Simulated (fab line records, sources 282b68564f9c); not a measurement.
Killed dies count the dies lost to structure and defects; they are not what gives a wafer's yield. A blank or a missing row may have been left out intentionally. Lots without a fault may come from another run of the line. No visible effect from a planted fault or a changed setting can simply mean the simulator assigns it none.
A struck lot beside a sound one    flow rit cmos    15 out of 202 route steps
Sound: wafers L765.2, L765.3, L765.5. Struck: wafer L777.5 (L777.4, L777.6, from the same lot, were not struck and are left out); the cause is given at the end.
At each step with rows: each side's tool, then ch and its chambers, then its first start. Under that, the readings that differ: sound wafers    struck wafers    difference of the means    sigmas: that difference in standard deviations of wafers without a fault.
alike: readings with means less than 2 such deviations apart, plus words and numbers identical on both sides. not compared: withheld readings, readings lacking a value on some wafer, bounds such as >300 that could conceal the same value, and numbers that have no deviation in the record and whose values overlap.
The two part at a step that has a row with sigmas, a row that says differs or no value, or rows on one side only. Non-overlapping numbers with no deviation appear without sigmas and do not part them. A reading that every wafer of one side lacks parts them only if that side has two wafers or more.

RIT_M1_SPUTTER_00: material Al, target thk 400 nm, time 500 s.
  struck on pvd sputter-03, day 7 17:44; sound on pvd sputter-03, day 5 07:30
  alike: throttle valve pct
RIT_M1_RS_MEAS_01: the measuring method here is four-point-probe.
  struck on film metro-04, day 7 18:05; sound on film metro-04, day 5 07:49
reading            sound                 struck  difference  sigmas
M1_AL_RS (ohm/sq)  0.0750 0.0742 0.0749  0.0729  -0.0018     -2
RIT_M1_THK_MEAS_02: measures by xrf.
  struck on film metro-04, day 7 18:11; sound on film metro-04, day 5 07:56
reading         sound        struck  difference  sigmas
M1_AL_THK (nm)  393 395 389  403     +11         +2
then, 6 steps without rows for these wafers: RIT_M1_HMDS_03 (prime time 60 s); RIT_M1_COAT_04 (resist thk 1286 nm); RIT_M1_SOFTBAKE_05 (time 60 s); RIT_M1_EXPOSE_06 (exposes mask M12, target cd 2600 nm); RIT_M1_PEB_07; RIT_M1_DEVELOP_08 (develop time 68 s).
RIT_M1_CD_MEAS_09: target cd 2600 nm.
  struck on cd sem-02, day 7 19:09; sound on cd sem-02, day 5 09:00
  alike: cd nm
RIT_M1_OVL_MEAS_10:
  struck on overlay-01, day 7 19:14; sound on overlay-02, day 5 09:07
  alike: M1_OVL
then, 1 step without rows for these wafers: RIT_M1_HARDBAKE_11 (time 120 s).
RIT_M1_METAL_ETCH_12: etches Al in Cl2/BCl3, stops on SiO2, time 165 s, target depth 600 nm.
  sound on rie metal-04 ch 1, day 5 09:23; struck on rie metal-04 ch 0, day 7 19:37
reading                                  sound              struck  difference  sigmas
oes product au (a.u.)                    0.755 0.758 0.754  0.780   +0.024      +2
model.NOVOLAK_of_M1_COAT_04.thk nm (nm)  801.4 796.9 804    737.2   -63.6       
  alike: drypump motor current A, he backside leak sccm, throttle valve pct
  not compared: rf hours counter h
then, 1 step without rows for these wafers: RIT_M1_STRIP_13 (strips in nmp, time 600 s).
RIT_M1_PROBE_99:
  struck on prober-02, day 7 22:13; sound on prober-02, day 5 11:41
  alike: defect limited yield, killed at contacts, killed at front end, killed dies, killed open, killed short, sort_bin_3_pad_short, sort_bin_5_function, sort_bin_6_memory, sort n pass, sort yield pct
  not compared: model.etest.antenna m1.vt shift v

WHERE THEY PART
First at RIT_M1_RS_MEAS_01; last, within this record, at RIT_M1_METAL_ETCH_12. Later steps at which nothing parts them and some readings are alike: RIT_M1_PROBE_99.

WHY: the cause the simulator had injected
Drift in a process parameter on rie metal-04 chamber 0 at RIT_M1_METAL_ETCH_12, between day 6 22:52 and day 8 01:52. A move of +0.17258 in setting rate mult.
